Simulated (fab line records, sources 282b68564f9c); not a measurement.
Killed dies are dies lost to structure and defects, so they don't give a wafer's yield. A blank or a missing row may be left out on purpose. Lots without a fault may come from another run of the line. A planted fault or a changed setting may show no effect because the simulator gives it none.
One fault seen from 2 desks | flow rit_cmos | each desk has only its own numbers; what lay behind them comes last

THE METROLOGY DESK
What the gauges read, lot by lot, whatever tool the lot ran on: means of the sampled wafers that have a number. A lot is out of limits, marked OUT, if its mean lies more than 4 standard deviations from the usual mean; the brackets give that distance.
Columns: A = ACTIVE_NITRIDE_THK at RIT_ACTIVE_THK_MEAS_04, usual 149.9 nm
lot  | first seen here | A
L379 | day 2 02:54     | 152.4
L380 | day 2 07:12     | 151.3
L381 | day 2 10:48     | 149.7
L382 | day 2 17:24     | 148.3
L383 | day 2 19:32     | 149.2
L384 | day 3 00:42     | 147.7
L386 | day 3 10:42     | 151.4
L387 | day 3 15:32     | 150.7
L389 | day 4 01:34     | 150.2
L390 | day 4 08:16     | 150.4
L395 | day 5 07:58     | 151.6
L396 | day 5 13:22     | 137.2 (-8.4) OUT
L397 | day 5 20:16     | 149.0
This desk's finding: out of limits on L396; first on L396, day 5 13:22 (ACTIVE_NITRIDE_THK at RIT_ACTIVE_THK_MEAS_04). In limits: L379, L380, L381, L382, L383, L384, L386, L387, L389, L390, L395, L397.

THE TOOL OWNER'S DESK: lpcvd-02
The tool's own readings at RIT_ACTIVE_CVD_03 (deposits Si3N4 from SiH2Cl2/NH3, target thk 150 nm, time 1500 s): means of the sampled wafers that have a number, for each lot that ran on this tool. A lot is out of limits, marked OUT, if its mean lies more than 4 standard deviations from the usual mean; the brackets give that distance.
Columns: A = sih2cl2_flow_sccm at RIT_ACTIVE_CVD_03, usual 59.96 sccm
lot  | first seen here | A
L379 | day 2 00:47     | 59.86
L380 | day 2 05:47     | 59.91
L383 | day 2 18:07     | 60.10
L386 | day 3 09:17     | 59.75
L387 | day 3 14:07     | 60.06
L389 | day 4 00:07     | 60.22
L390 | day 4 06:50     | 59.87
L396 | day 5 11:56     | 59.99
This desk's finding: nothing out of limits on any of the 8 lots.

PUT TOGETHER
The metrology desk could have raised an alarm at day 5 13:22, on L396.
The tool owner's desk saw nothing out of limits.
The tool owner's desk has L396 on record, within its limits.
Of the lots named, all ran RIT_ACTIVE_CVD_03 on lpcvd-02.

WHAT THE SIMULATOR HAD PUT IN
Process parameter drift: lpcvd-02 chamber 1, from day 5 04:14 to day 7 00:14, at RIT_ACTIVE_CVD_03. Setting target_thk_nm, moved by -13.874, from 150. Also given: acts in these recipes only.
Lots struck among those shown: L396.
Hours from the fault's start to each desk's first reading out of limits: the metrology desk, 9.
